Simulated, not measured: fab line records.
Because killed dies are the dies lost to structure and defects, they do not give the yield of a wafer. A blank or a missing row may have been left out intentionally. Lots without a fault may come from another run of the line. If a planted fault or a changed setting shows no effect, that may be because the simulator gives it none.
Lot-split experiment :: flow rit_cmos :: 5 lots, 23 wafers read, on a route of 202 steps

== THE SPLIT ==
At RIT_GATE_COAT_11 (resist thk 850 nm), the setting resist_thk_nm was moved away from the recipe's 850 nm on 7 of the 23 wafers read, by -4.5% to +2.3%. For the rest of the wafers, this setting stayed at what the recipe calls for.

== SPLIT TO READING: what lies between them in the file, 1 step ==
- RIT_GATE_DEVELOP_15: develop time 50 s (also split here: develop_time_s)

== THE READING ==
NOVOLAK_of_GATE_COAT_11.thk_nm (the simulator's own value, which no gauge read), in nm, at RIT_GATE_HARDBAKE_18 (time 60 s). No usual value for it is given in the file. Average 752.8 nm, standard deviation 2.4 nm, over the 16 wafers here run with the recipe.

wafer: L076.1
tool, chamber at the split: litho_track-01, 0
resist_thk_nm as run, nm: 850
against the recipe: recipe
NOVOLAK_of_GATE_COAT_11.thk_nm, nm: 756.7
against lot-mates on the recipe: -

wafer: L076.2
tool, chamber at the split: litho_track-01, 0
resist_thk_nm as run, nm: 850
against the recipe: recipe
NOVOLAK_of_GATE_COAT_11.thk_nm, nm: 754.4
against lot-mates on the recipe: -

wafer: L076.3
tool, chamber at the split: litho_track-01, 0
resist_thk_nm as run, nm: 850
against the recipe: recipe
NOVOLAK_of_GATE_COAT_11.thk_nm, nm: 757.2
against lot-mates on the recipe: -

wafer: L076.4
tool, chamber at the split: litho_track-01, 0
resist_thk_nm as run, nm: 850
against the recipe: recipe
NOVOLAK_of_GATE_COAT_11.thk_nm, nm: 754.8
against lot-mates on the recipe: -

wafer: L076.5
tool, chamber at the split: litho_track-01, 0
resist_thk_nm as run, nm: 850
against the recipe: recipe
NOVOLAK_of_GATE_COAT_11.thk_nm, nm: 755.9
against lot-mates on the recipe: -

wafer: L077.1
tool, chamber at the split: litho_track-02, 0
resist_thk_nm as run, nm: 850
against the recipe: recipe
NOVOLAK_of_GATE_COAT_11.thk_nm, nm: 749.9
against lot-mates on the recipe: -

wafer: L077.3
tool, chamber at the split: litho_track-02, 0
resist_thk_nm as run, nm: 869.8
against the recipe: +2.3%
NOVOLAK_of_GATE_COAT_11.thk_nm, nm: 768.5
against lot-mates on the recipe: +17.3

wafer: L077.4
tool, chamber at the split: litho_track-02, 0
resist_thk_nm as run, nm: 850
against the recipe: recipe
NOVOLAK_of_GATE_COAT_11.thk_nm, nm: 751.5
against lot-mates on the recipe: -

wafer: L077.5
tool, chamber at the split: litho_track-02, 0
resist_thk_nm as run, nm: 869.8
against the recipe: +2.3%
NOVOLAK_of_GATE_COAT_11.thk_nm, nm: 770.6
against lot-mates on the recipe: +19.4

wafer: L077.6
tool, chamber at the split: litho_track-02, 0
resist_thk_nm as run, nm: 850
against the recipe: recipe
NOVOLAK_of_GATE_COAT_11.thk_nm, nm: 752.3
against lot-mates on the recipe: -

wafer: L080.2
tool, chamber at the split: litho_track-02, 0
resist_thk_nm as run, nm: 811.4
against the recipe: -4.5%
NOVOLAK_of_GATE_COAT_11.thk_nm, nm: 717.7
against lot-mates on the recipe: -33.0

wafer: L080.3
tool, chamber at the split: litho_track-02, 0
resist_thk_nm as run, nm: 850
against the recipe: recipe
NOVOLAK_of_GATE_COAT_11.thk_nm, nm: 748.6
against lot-mates on the recipe: -

wafer: L080.4
tool, chamber at the split: litho_track-02, 0
resist_thk_nm as run, nm: 811.4
against the recipe: -4.5%
NOVOLAK_of_GATE_COAT_11.thk_nm, nm: 717.9
against lot-mates on the recipe: -32.8

wafer: L080.5
tool, chamber at the split: litho_track-02, 0
resist_thk_nm as run, nm: 850
against the recipe: recipe
NOVOLAK_of_GATE_COAT_11.thk_nm, nm: 751.9
against lot-mates on the recipe: -

wafer: L080.6
tool, chamber at the split: litho_track-02, 0
resist_thk_nm as run, nm: 850
against the recipe: recipe
NOVOLAK_of_GATE_COAT_11.thk_nm, nm: 751.5
against lot-mates on the recipe: -

wafer: L082.1
tool, chamber at the split: litho_track-02, 0
resist_thk_nm as run, nm: 850
against the recipe: recipe
NOVOLAK_of_GATE_COAT_11.thk_nm, nm: 753.6
against lot-mates on the recipe: -

wafer: L082.2
tool, chamber at the split: litho_track-02, 0
resist_thk_nm as run, nm: 835.4
against the recipe: -1.7%
NOVOLAK_of_GATE_COAT_11.thk_nm, nm: 739.3
against lot-mates on the recipe: -13.6

wafer: L082.3
tool, chamber at the split: litho_track-02, 0
resist_thk_nm as run, nm: 835.4
against the recipe: -1.7%
NOVOLAK_of_GATE_COAT_11.thk_nm, nm: 742.5
against lot-mates on the recipe: -10.4

wafer: L082.5
tool, chamber at the split: litho_track-02, 0
resist_thk_nm as run, nm: 850
against the recipe: recipe
NOVOLAK_of_GATE_COAT_11.thk_nm, nm: 752.2
against lot-mates on the recipe: -

wafer: L082.6
tool, chamber at the split: litho_track-02, 0
resist_thk_nm as run, nm: 835.4
against the recipe: -1.7%
NOVOLAK_of_GATE_COAT_11.thk_nm, nm: 741
against lot-mates on the recipe: -11.9

wafer: L085.1
tool, chamber at the split: litho_track-03, 0
resist_thk_nm as run, nm: 850
against the recipe: recipe
NOVOLAK_of_GATE_COAT_11.thk_nm, nm: 750.7
against lot-mates on the recipe: -

wafer: L085.3
tool, chamber at the split: litho_track-03, 0
resist_thk_nm as run, nm: 850
against the recipe: recipe
NOVOLAK_of_GATE_COAT_11.thk_nm, nm: 752.3
against lot-mates on the recipe: -

wafer: L085.4
tool, chamber at the split: litho_track-03, 0
resist_thk_nm as run, nm: 850
against the recipe: recipe
NOVOLAK_of_GATE_COAT_11.thk_nm, nm: 751.4
against lot-mates on the recipe: -

FIT RESULTS
A straight line over all 23 wafers: NOVOLAK_of_GATE_COAT_11.thk_nm changes by +7.5 nm for each +1% of resist_thk_nm; r = +0.98; the points scatter about the line by 2.2 nm.
The same after taking each lot's own level away (the mean of its wafers on the recipe; 23 wafers): +7.35 nm for each +1%; r = +1.00; scatter 1.2 nm.
According to that fit, moving resist_thk_nm by its largest amount changes the reading by 33 nm.
The lots' own levels span 750.67 to 755.80 nm, that is 2.2 times the standard deviation above.
The two slopes agree, so the slope changes little with the lot-to-lot level.
Check: for one of the wafers moved furthest among these (-4.5%), held out of the fit, the line's prediction against its lot-mates is -33.2 nm. Against them it came out at -33 nm.

== THE OTHER SPLITS THESE WAFERS WENT THROUGH ==
Other splits were also applied to these wafers ahead of the reading. Each is held against what the fit with the lots' levels taken away leaves over:
other split on the same wafers: RIT_ACTIVE_CVD_03 temp_c
wafers away from the commonest value: 15
r with NOVOLAK_of_GATE_COAT_11.thk_nm (lot level and that fit taken away): +0.14

other split on the same wafers: RIT_ACTIVE_DEVELOP_10 develop_time_s
wafers away from the commonest value: 7
r with NOVOLAK_of_GATE_COAT_11.thk_nm (lot level and that fit taken away): -0.37

other split on the same wafers: RIT_NWELL_COAT_01 spin_rpm
wafers away from the commonest value: 5
r with NOVOLAK_of_GATE_COAT_11.thk_nm (lot level and that fit taken away): +0.11

other split on the same wafers: RIT_NWELL_DEVELOP_05 develop_time_s
wafers away from the commonest value: 5
r with NOVOLAK_of_GATE_COAT_11.thk_nm (lot level and that fit taken away): +0.00

other split on the same wafers: RIT_PWELL_IMPLANT_08 energy_kev
wafers away from the commonest value: 7
r with NOVOLAK_of_GATE_COAT_11.thk_nm (lot level and that fit taken away): +0.23

other split on the same wafers: RIT_NRETRO_COAT_01 spin_rpm
wafers away from the commonest value: 5
r with NOVOLAK_of_GATE_COAT_11.thk_nm (lot level and that fit taken away): -0.11

other split on the same wafers: RIT_PRETRO_IMPLANT_08 energy_kev
wafers away from the commonest value: 6
r with NOVOLAK_of_GATE_COAT_11.thk_nm (lot level and that fit taken away): -0.17

other split on the same wafers: RIT_GATE_CVD_08 pressure_mtorr
wafers away from the commonest value: 18
r with NOVOLAK_of_GATE_COAT_11.thk_nm (lot level and that fit taken away): -0.16

other split on the same wafers: RIT_GATE_DEVELOP_15 develop_time_s
wafers away from the commonest value: 11
r with NOVOLAK_of_GATE_COAT_11.thk_nm (lot level and that fit taken away): +0.07

== THE WHOLE CHAIN: every reading that the file lists as answering this split, in the file's order ==
step: RIT_GATE_COAT_11
what it does: resist thk 850 nm
reading: NOVOLAK_of_GATE_COAT_11.thk_nm (the simulator's own value, which no gauge read)
change (the file's fit): +8.36 nm for each +1% of the setting
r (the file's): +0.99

step: RIT_GATE_HARDBAKE_18
what it does: time 60 s
reading: NOVOLAK_of_GATE_COAT_11.thk_nm (the simulator's own value, which no gauge read)
change (the file's fit): +7.33 nm for each +1% of the setting
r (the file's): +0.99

step: RIT_GATE_ETCH_19
what it does: etches poly-Si in SF6/CHF3/O2, stops on SiO2, time 165 s, target depth 312.5 nm
reading: GATE.cd_nm (the simulator's own value, which no gauge read)
change (the file's fit): +1.41 nm for each +1% of the setting, in a fit together with develop_time_s@GATE_DEVELOP_15
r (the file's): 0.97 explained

== THE FILE'S OWN FIT ==
NOVOLAK_of_GATE_COAT_11.thk_nm changes by +7.33 nm for each +1% of resist_thk_nm, r = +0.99.
